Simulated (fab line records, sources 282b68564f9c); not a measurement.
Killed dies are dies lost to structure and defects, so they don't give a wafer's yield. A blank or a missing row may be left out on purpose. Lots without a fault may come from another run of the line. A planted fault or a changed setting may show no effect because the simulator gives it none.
fab line records | flow rit_cmos
record lots=5 wafers=27
route steps=202 shown M1@192
start_h: hours from the record's first day to the start of the lot's first wafer shown | wait_h: hours since the lot's step before | " the same as in the row above | L1.1+2: a row that stands for several wafers | - no value, or no start given | * or withheld: withheld | < > ~ a bound
route shown NAME@n: a module of which the file shows steps, and the number in the route of the first | usual: mean/standard deviation of fault-free wafers | same: alike in all rows | chamber/n: place in a boat | sites: the reading at each site | _std_site: their standard deviation | _edge_site: outer sites' mean less inner sites' | radius_mm: how far each site lies from the wafer's centre | mask NAME#n: copy n | behind: the tool/chamber that last shaped the wafer | hold: why the lot was held/for how many hours/how that ended | device: the transistor (n, p or np) that didn't switch | end of line: the same wafers' tests at the end of the route | a step without rows: its recipe alone | killed: dies lost to structure and defects at the first sort, not the wafer's yield | map: a wafer's dies, x killed, . not, _ none there
set.NAME: the setting as run; set.NAME@STEP: as run at that earlier step | model.NAME: the simulator's own value behind a step, which no gauge read
lots whose settings were changed on purpose; a table a step, a row a wafer
## steps
# step RIT_M1_DEVELOP_08
# recipe resist=NOVOLAK develop_time_s=68 dev_temp_c=23
# columns lot.wafer tool chamber start_h wait_h set.develop_time_s
L075.1+2+3+4+5+6 litho_track-03 0 - - 68
L076.1+2+4 litho_track-04 0 - - 52.77
L076.3+5+6 " 0 " " 68
L079.1+3+4 litho_track-01 0 - - 68
L081.1+2+3+4+5+6 litho_track-04 0 - - 68
L083.1+4+5 litho_track-01 0 - - 68
L083.2+3+6 " 0 " " 32.06
# step RIT_M1_CD_MEAS_09
# recipe target_cd_nm=2600
# usual cd_nm=2599.7/1.7
# columns lot.wafer tool chamber start_h wait_h set.develop_time_s@M1_DEVELOP_08 cd_nm
L075.1 cd_sem-01 - 62.12 - 68 2599.2
L075.2 " - " " 68 2599.7
L075.3 " - " " 68 2601.0
L075.4 " - " " 68 2600.0
L075.5 " - " " 68 2601.1
L075.6 " - " " 68 2599.1
L076.1 cd_sem-02 - 64.60 - 52.77 2624.4
L076.2 " - " " 52.77 2622.7
L076.3 " - " " 68 2598.8
L076.4 " - " " 52.77 2623.5
L076.5 " - " " 68 2598.3
L076.6 " - " " 68 2597.9
L079.1 cd_sem-02 - 84.68 - 68 2598.7
L079.3 " - " " 68 2600.5
L079.4 " - " " 68 2597.9
L081.1 cd_sem-02 - 95.96 - 68 2598.4
L081.2 " - " " 68 2599.8
L081.3 " - " " 68 2599.9
L081.4 " - " " 68 2598.8
L081.5 " - " " 68 2599.5
L081.6 " - " " 68 2597.5
L083.1 cd_sem-02 - 104.68 - 68 2599.7
L083.2 " - " " 32.06 2679.7
L083.3 " - " " 32.06 2678.5
L083.4 " - " " 68 2599.5
L083.5 " - " " 68 2598.5
L083.6 " - " " 32.06 2678.8
# step RIT_M1_HARDBAKE_11
# recipe resist=NOVOLAK temp_c=140 time_s=120
# step RIT_M1_METAL_ETCH_12
# recipe stop_on=SiO2 chemistry=Cl2/BCl3 target=Al time_s=165 over_etch_frac=0.5 pressure_mtorr=100 target_depth_a=6000 rf_w=250 Cl2_flow_sccm=60 bcl3_flow_sccm=50
# columns lot.wafer tool chamber start_h wait_h set.develop_time_s@M1_DEVELOP_08 model.M1.cd_nm
L075.1+2+6 rie_metal-03 0,1,1 62.57 0.2 68 2599
L075.3+4 " 1,0 " " 68 2600
L075.5 " 0 " " 68 2601
L076.1 rie_metal-01 0 65.01 0.2 52.77 2624
L076.2 " 1 " " 52.77 2622
L076.3+5+6 " 0,1,0 " " 68 2599
L076.4 " 1 " " 52.77 2623
L079.1+3 rie_metal-01 1 85.09 0.2 68 2599
L079.4 " 0 " " 68 2597
L081.1 rie_metal-03 0 96.37 0.2 68 2599
L081.2+3+4+5 " 1,1,0,1 " " 68 2600
L081.6 " 0 " " 68 2598
L083.1 rie_metal-02 0 105.08 0.2 68 2600
L083.2 " 1 " " 32.06 2679
L083.3+6 " 0,1 " " 32.06 2678
L083.4 " 1 " " 68 2598
L083.5 " 0 " " 68 2599
# step RIT_M1_STRIP_13
# recipe chemistry=nmp resist=NOVOLAK temp_c=80 time_s=600 dry=n2_spin
# step RIT_M1_STRIP_14
# recipe chemistry=O2 time_s=180 platen_temp_c=withheld power_w=500 pressure_mtorr=4000 o2_flow_sccm=4000
# step RIT_M1_CD_MEAS_90
# recipe target_cd_nm=2600
# usual cd_nm=2599.3/1.8
# columns lot.wafer tool chamber start_h wait_h set.develop_time_s@M1_DEVELOP_08 cd_nm
L075.1 cd_sem-01 - 63.09 0.1 68 2598.7
L075.2 " - " " 68 2599.3
L075.3 " - " " 68 2600.2
L075.4 " - " " 68 2600.1
L075.5 " - " " 68 2600.7
L075.6 " - " " 68 2599.0
L076.1 cd_sem-02 - 65.55 0.1 52.77 2623.7
L076.2 " - " " 52.77 2621.6
L076.3 " - " " 68 2598.7
L076.4 " - " " 52.77 2622.7
L076.5 " - " " 68 2598.9
L076.6 " - " " 68 2599.2
L079.1 cd_sem-01 - 85.60 0.1 68 2599.0
L079.3 " - " " 68 2598.7
L079.4 " - " " 68 2596.7
L081.1 cd_sem-02 - 96.89 0.1 68 2599.0
L081.2 " - " " 68 2600.2
L081.3 " - " " 68 2599.4
L081.4 " - " " 68 2600.0
L081.5 " - " " 68 2599.7
L081.6 " - " " 68 2598.2
L083.1 cd_sem-02 - 105.59 0.1 68 2600.0
L083.2 " - " " 32.06 2679.2
L083.3 " - " " 32.06 2678.7
L083.4 " - " " 68 2598.1
L083.5 " - " " 68 2598.6
L083.6 " - " " 32.06 2677.9
# step RIT_M1_ANNEAL_15
# recipe temp_c=450 time_s=1800 ambient=forming_gas_H2N2
# step RIT_M1_PROBE_99
# columns lot.wafer tool chamber start_h wait_h set.time_s@GATE_ETCH_19 set.ox_time_s@REOX_OXIDATION_03 model.etest.pmos_turned.r_on_ohm_um model.etest.pmos_0p15.r_on_ohm_um model.etest.pldd.rs_ohm_sq model.etest.nldd.rs_ohm_sq model.etest.nmos_turned.drive_ua_um
L075.1 prober-02 - 66.09 0.1 165 2937 2650 2248 272.7 254.5 434.7
L075.2 prober-02 - 66.14 0.1 165 2937 2669 2259 271.5 257.4 437.4
L075.3 prober-02 - 66.19 0.2 165 2937 2712 2292 273 253.8 421.2
L075.4 prober-02 - 66.24 0.2 165 2937 2705 2294 267.2 252.7 424.8
L075.5 prober-02 - 66.29 0.2 165 2937 2726 2282 274 258 427.1
L075.6 prober-02 - 66.34 0.2 165 2937 2603 2174 270.3 255.2 440.8
L076.1 prober-01 - 67.59 0.1 165 2824 2670 2260 278.4 262.6 429.7
L076.2 prober-01 - 67.64 0.1 165 2824 2600 2184 271.2 261.1 425.6
L076.3 prober-01 - 67.69 0.2 245.6 2824 2262 1863 275.8 259.2 446.9
L076.4 prober-01 - 67.74 0.2 245.6 2824 2292 1894 270 259.7 447.4
L076.5 prober-01 - 67.79 0.2 165 2824 2630 2192 272.8 262.7 411.6
L076.6 prober-01 - 67.84 0.2 245.6 2824 2433 2036 275.2 261.1 444.2
L079.1 prober-01 - 87.34 0.1 165 5580 3391 2708 483.5 373.6 326.3
L079.3 prober-01 - 87.44 0.2 165 5580 3348 2697 485.4 373.1 319.4
L079.4 prober-01 - 87.49 0.2 165 5580 3379 2719 480.8 372.9 323.5
L081.1 prober-01 - 98.63 0.1 203.9 4329 3034 2547 361.8 315.8 375.2
L081.2 prober-01 - 98.68 0.1 165 4329 3140 2628 356.3 310.4 366.1
L081.3 prober-01 - 98.73 0.2 203.9 4329 3036 2528 362.6 311.8 375.2
L083.3 prober-01 - 107.43 0.2 240.1 2450 2414 2029 252.3 243.2 445.6
L083.4 prober-01 - 107.48 0.2 165 2450 2687 2273 260.4 247.3 427.5
L083.5 prober-01 - 107.53 0.2 240.1 2450 2441 2044 258.1 246.2 438.1
# killed by level:class
L079.1 FOX1:geometric_particle:short=2 GATE:geometric_particle:short=2 GATE:geometric_particle:open=2 SPACER:geometric_particle:short=1 SILICIDE:geometric_particle:short=1 SILICIDE:geometric_particle:open=1
L079.3 FOX1:geometric_particle:short=2 FOX2:geometric_particle:short=2 REOX:geometric_particle:short=2 GATE:geometric_particle:short=1 SPACER:geometric_particle:short=1 SILICIDE:geometric_particle:open=1 SILICIDE:geometric_particle:short=1
L079.4 SILICIDE:geometric_particle:short=3 GATE:geometric_particle:short=2 REOX:geometric_particle:open=1 SILICIDE:geometric_particle:open=1
## key
split step=RIT_M1_DEVELOP_08 setting=develop_time_s stated=68 by=wafer
response step=RIT_M1_CD_MEAS_09 reading=cd_nm change=-1.45 per=1% r=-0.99
response step=RIT_M1_METAL_ETCH_12 reading=model.M1.cd_nm change=-1.44 per=1% r=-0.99
response step=RIT_M1_CD_MEAS_90 reading=cd_nm change=-1.44 per=1% r=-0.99
split outside_this_file step=RIT_GATE_ETCH_19 setting=time_s
split outside_this_file step=RIT_REOX_OXIDATION_03 setting=ox_time_s
# split outside_this_file: this setting was split too, and the file shows its column; the key of that split is in another file
